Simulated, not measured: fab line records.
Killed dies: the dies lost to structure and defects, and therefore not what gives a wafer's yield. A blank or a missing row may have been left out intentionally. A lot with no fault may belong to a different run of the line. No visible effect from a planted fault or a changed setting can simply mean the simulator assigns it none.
A lot that was struck, set against a sound lot | flow ritCmos | 17 steps out of a route of 202
Sound: these wafers, L808.1, L808.2, L808.5. The struck wafers were L802.4, L802.5, L802.6. At the end, the cause is stated.
For every step that has rows: the tool of each side, followed by ch and its chambers, followed by its first start. Under that, the readings that differ: sound wafers | struck wafers | difference of the means | sigmas: that difference in standard deviations of wafers without a fault.
alike: readings whose means differ by less than 2 such deviations, and words and numbers that are the same on both sides. not compared: withheld readings, readings that some wafer has no value for, bounds like >300 that may hide the same value, and numbers for which the record gives no deviation and whose values overlap.
A row with sigmas, a row that says differs or no value, or rows on one side alone: a step with any of these is where the two part. When numbers do not overlap yet have no deviation, they are printed without sigmas and do not part them. A reading missing from all wafers of one side parts the sides only when that side holds two or more wafers.

first, 2 steps without rows for these wafers: RIT_NRETRO_HARDBAKE_07 (time 120 s); RIT_NRETRO_IMPLANT_08.
RIT_NRETRO_STRIP_09: strips in O2, time 180 s.
  sound on plasmaAsher-03 ch 0,1, day 6 13:09; struck on plasmaAsher-02 ch 0,1, day 5 05:04
  alike: chamberPressureMTorr, drypumpMotorCurrentA, rfReflPowerW
  not compared: rfHoursCounterH
RIT_NRETRO_TW_MEAS_10:
  sound on filmMetro-02 at day 6 13:19; struck on filmMetro-02 at day 5 05:13
  alike: NRETRO_TW
then, 6 steps without rows for these wafers: RIT_PRETRO_HMDS_00 (prime time 60 s); RIT_PRETRO_COAT_01 (resist thk 1300 nm); RIT_PRETRO_SOFTBAKE_02 (time 60 s); RIT_PRETRO_EXPOSE_03 (exposes mask M5, target cd 43700 nm); RIT_PRETRO_PEB_04; RIT_PRETRO_DEVELOP_05 (develop time 68 s).
RIT_PRETRO_OVL_MEAS_06:
  sound on overlay-02 at day 6 14:25; struck on overlay-01 at day 5 06:09
  alike: PRETRO_OVL
then, 1 step without rows for these wafers: RIT_PRETRO_HARDBAKE_07 (time 120 s).
RIT_PRETRO_IMPLANT_08:
  sound on implanter-04 ch 0, day 6 14:43; struck on implanter-02 ch 0, day 5 06:29
reading          | sound                            | struck                           | difference  | sigmas
doseIonsCm2      | 1.1967e+13 1.2006e+13 1.1988e+13 | 2.1973e+13 2.1974e+13 2.1957e+13 | +9.9810e+12 | +99 or more
faradayCurrentUA | 39.5 37.8 38.6                   | 69.4 69.5 69.9                   | +31.0       | +41
  alike: tiltDeg
RIT_PRETRO_STRIP_09: strips in O2, time 180 s.
  sound on plasmaAsher-01 ch 0,1, day 6 14:52; struck on plasmaAsher-02 ch 0,1, day 5 06:37
  alike: chamberPressureMTorr, drypumpMotorCurrentA, rfReflPowerW
  not compared: rfHoursCounterH
RIT_PRETRO_TW_MEAS_10:
  sound on filmMetro-04 at day 6 15:02; struck on filmMetro-04 at day 5 06:46
reading   | sound             | struck            | difference | sigmas
PRETRO_TW | 482.1 485.0 482.7 | 580.4 578.9 579.4 | +96.3      | +36
then, 1 step without rows for these wafers: RIT_GATE_WET_ETCH_00 (etches SiO2 in BOE, target depth 56 nm, time 60 s).
RIT_M1_PROBE_99:
  sound on prober-02 at day 7 17:32; struck on prober-02 at day 6 09:32
reading                          | sound             | struck            | difference | sigmas
killed_at_M0_to_M3               | 0 0 1             | 0 0 0             | +0         | -2
model.etest.nmos_0p3.rOnOhmUm    | 2122 2064 2062    | 2425 2470 2484    | +377       | 
model.etest.nmos_0p15.rOnOhmUm   | 1130 1086 1082    | 1212 1232 1242    | +129       | 
model.etest.nmosTurned.driveUaUm | 351.1 368.2 369.3 | 238.7 244.4 246.9 | -119.5     | 
model.etest.nmos_0p15.driveUaUm  | 479.1 494 493.1   | 386.6 382.1 374.5 | -107.7     | 
model.etest.nmos_0p3.driveUaUm   | 233.4 240.4 241.6 | 175.4 171.3 170.8 | -66.0      | 
model.etest.nmosNarrow.driveUaUm | 238.5 245.8 247.2 | 178.4 173.5 173.6 | -68.7      | 
model.etest.pwellPinched.rsOhmSq | 458.6 461.1 461.4 | 440.5 435.5 441.6 | -21.2      | 
model.etest.ring.delayPs         | 27.2 26.64 26.73  | 29.56 30.11 31.14 | +3.41      | 
  alike: killedAtContacts, killedAtFrontEnd, killedDies, killedOpen, killedShort

## WHERE THEY PART
Last at RIT_M1_PROBE_99 as far as this record goes, first at RIT_PRETRO_IMPLANT_08.

WHY: what the simulator had put in
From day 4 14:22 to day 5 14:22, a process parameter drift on implanter-02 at RIT_PRETRO_IMPLANT_08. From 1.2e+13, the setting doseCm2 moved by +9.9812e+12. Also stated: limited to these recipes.
